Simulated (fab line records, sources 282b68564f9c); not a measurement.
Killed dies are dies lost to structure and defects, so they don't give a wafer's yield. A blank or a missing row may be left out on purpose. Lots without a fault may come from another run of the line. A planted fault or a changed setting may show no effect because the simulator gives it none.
Which tool did it? | flow rit_cmos | 14 lots, 42 wafers sampled, at 1 step of a route of 202

WHAT THE GAUGES READ, wafer by wafer
The record holds no reading of a measuring or inspecting step that can be judged against a usual standard deviation.

WHICH TOOL RAN EACH LOT (tool, then ch and the chambers of the sampled wafers, then the start)
lot  | RIT_NRETRO_EXPOSE_03
L236 | iline_stepper-02 ch 0, day 2 15:01
L238 | iline_stepper-02 ch 0, day 3 02:42
L241 | iline_stepper-02 ch 0, day 3 16:34
L242 | iline_stepper-01 ch 0, day 4 02:47
L243 | iline_stepper-01, day 4 07:47
L245 | iline_stepper-02, day 4 15:37
L250 | iline_stepper-02 ch 0, day 5 14:16
L251 | iline_stepper-02 ch 0, day 5 19:20
L252 | iline_stepper-02 ch 0, day 5 23:47
L253 | iline_stepper-01 ch 0, day 6 05:14
L254 | iline_stepper-01 ch 0, day 6 08:37
L255 | iline_stepper-01 ch 0, day 6 13:42
L256 | iline_stepper-02 ch 0, day 6 19:34
L257 | iline_stepper-02 ch 0, day 7 00:44
- RIT_NRETRO_EXPOSE_03: exposes mask M4, target cd 43900 nm.

WHAT THE TOOLS THEMSELVES READ (means of the sampled wafers that have a number; where no wafer has one, the mark that the record gives instead)
RIT_NRETRO_EXPOSE_03.
lot  | tool             | exposure_dose_mJ_cm2 | focus_offset_nm (nm) | stage_vel_mm_s (mm/s)
L236 | iline_stepper-02 | 249.80               | 0.2                  | 499.97
L238 | iline_stepper-02 | 250.07               | -0.2                 | 500.21
L241 | iline_stepper-02 | 250.17               | 0.3                  | 500.17
L242 | iline_stepper-01 | 250.15               | -0.0                 | 500.26
L243 | iline_stepper-01 | -                    | -                    | -
L245 | iline_stepper-02 | -                    | -                    | -
L250 | iline_stepper-02 | 249.91               | 0.0                  | 500.04
L251 | iline_stepper-02 | 249.92               | -0.3                 | 500.16
L252 | iline_stepper-02 | 250.10               | 0.4                  | 500.01
L253 | iline_stepper-01 | 250.11               | -0.3                 | 500.16
L254 | iline_stepper-01 | 250.22               | -0.1                 | 499.93
L255 | iline_stepper-01 | 249.88               | -0.2                 | 500.02
L256 | iline_stepper-02 | 249.95               | 0.0                  | 499.76
L257 | iline_stepper-02 | 250.15               | 0.2                  | 500.17

THE ANSWER, worked out from the rows above alone
Rule: what is usual is taken from the lots themselves. Put in order of their means at a reading, lots are off if they are a third of the lots or fewer, leave a main group of 4 or more, and stand apart from it by a gap of 3 or more times the standard deviation of the main group's means; of several such gaps the widest counts. A main group whose means are all the same, to the digits that the tables above print for the reading, isn't used. A lot without any number at a reading at which 4 lots or more have one is off too. The other lots that the step has rows for count as sound. The gauges are gone through in route order, then the tools' own readings, and for those a lot's mean is taken as printed above. The first step at which some lot is off is used, and at that step the reading that is off furthest; a lot without a number counts as furthest.
Off: L243, L245, at RIT_NRETRO_EXPOSE_03 (exposure_dose_mJ_cm2). Without a number there: L243, L245. The main group: mean 250.04, standard deviation 0.13.
A tool fits if, at that step or a process step before it, it ran every lot that is off, and no sound lot after the first of them. None of those tried fits.

WHAT THE SIMULATOR HAD PUT IN
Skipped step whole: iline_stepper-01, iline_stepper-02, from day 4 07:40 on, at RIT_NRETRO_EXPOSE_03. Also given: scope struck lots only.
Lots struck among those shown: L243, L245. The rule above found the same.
